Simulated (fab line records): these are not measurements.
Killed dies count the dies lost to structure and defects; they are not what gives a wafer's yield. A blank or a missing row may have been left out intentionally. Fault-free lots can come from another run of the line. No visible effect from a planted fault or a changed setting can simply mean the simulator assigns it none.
Comparing a struck lot with a sound one    flow rit_cmos    15 out of 202 route steps
Sound: wafers L860.1, L860.2, L860.3. The struck wafers were L874.1, L874.3, L874.6. The cause is named last.
Each step with rows lists, per side, the tool, then ch with its chambers, then its first start. Under that, the readings that differ: sound wafers    struck wafers    difference of the means    sigmas: that difference in standard deviations of wafers without a fault.
alike: a reading whose means differ by less than 2 such deviations, as well as words and numbers matching on both sides. not compared: withheld readings; readings where some wafer has no value; bounds like >300 that might hide an equal value; numbers whose values overlap and for which the record gives no deviation.
Wherever a step has rows on one side only, a row that says differs or no value, or a row with sigmas, the two part there. Non-overlapping numbers with no deviation appear without sigmas and do not part them. Lack of a reading on every wafer of one side parts them only where that side has two or more wafers.

first, 1 step without rows for these wafers: RIT_FOX2_OXIDATION_00 (target thk 350.7 nm, ox time 1130 s).
RIT_FOX2_THK_MEAS_01:
  sound: film_metro-03 at day 2 06:54; struck: film_metro-02 at day 5 04:10
  alike: FOX2_OXIDE_THK
then, 2 steps without rows for these wafers: RIT_FOX2_CLEAN_02 (cleans in dHF, time 180 s); RIT_FOX2_WET_ETCH_03 (etches Si3N4 in H3PO4, target depth 195 nm, time 2700 s).
RIT_FOX2_THK_MEAS_90:
  sound: film_metro-04 at day 2 08:32; struck: film_metro-03 at day 5 05:03
  alike: FIELD_OXIDE_LEFT_1_THK
then, 6 steps without rows for these wafers: RIT_NWELL_HMDS_00 (prime time 60 s); RIT_NWELL_COAT_01 (resist thk 1300 nm); RIT_NWELL_SOFTBAKE_02 (time 60 s); RIT_NWELL_EXPOSE_03 (exposes mask M2, target cd 43900 nm); RIT_NWELL_PEB_04; RIT_NWELL_DEVELOP_05 (develop time 68 s).
RIT_NWELL_OVL_MEAS_06:
  sound: overlay-01 at day 2 09:28; struck: overlay-02 at day 5 05:59
  alike: NWELL_OVL
RIT_NWELL_HARDBAKE_07: time 120 s.
  sound on litho_track-03 ch 0, day 2 09:31; struck on litho_track-03 ch 0, day 5 06:02
reading                   sound                 struck                difference  sigmas
heater_power_total_W (W)  51.99 51.98 51.97     51.52 51.51 51.55     -0.45       -7
plate_temp_C (C)          140.02 140.23 139.84  139.25 139.16 139.12  -0.85       -7
after that, 1 step had no rows for these wafers: RIT_NWELL_IMPLANT_08.
RIT_M1_PROBE_99:
  sound: prober-01 at day 4 02:01; struck: prober-01 at day 6 19:20
  alike: killed_at_contacts, killed_at_front_end, killed_dies, killed_open, killed_short

WHERE THEY PART
Within this record, at RIT_NWELL_HARDBAKE_07 only. Later steps at which nothing parts them and some readings are alike: RIT_M1_PROBE_99.

WHY: the cause the simulator had injected
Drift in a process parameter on litho_track-03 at RIT_NWELL_HARDBAKE_07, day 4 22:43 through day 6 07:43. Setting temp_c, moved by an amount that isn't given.
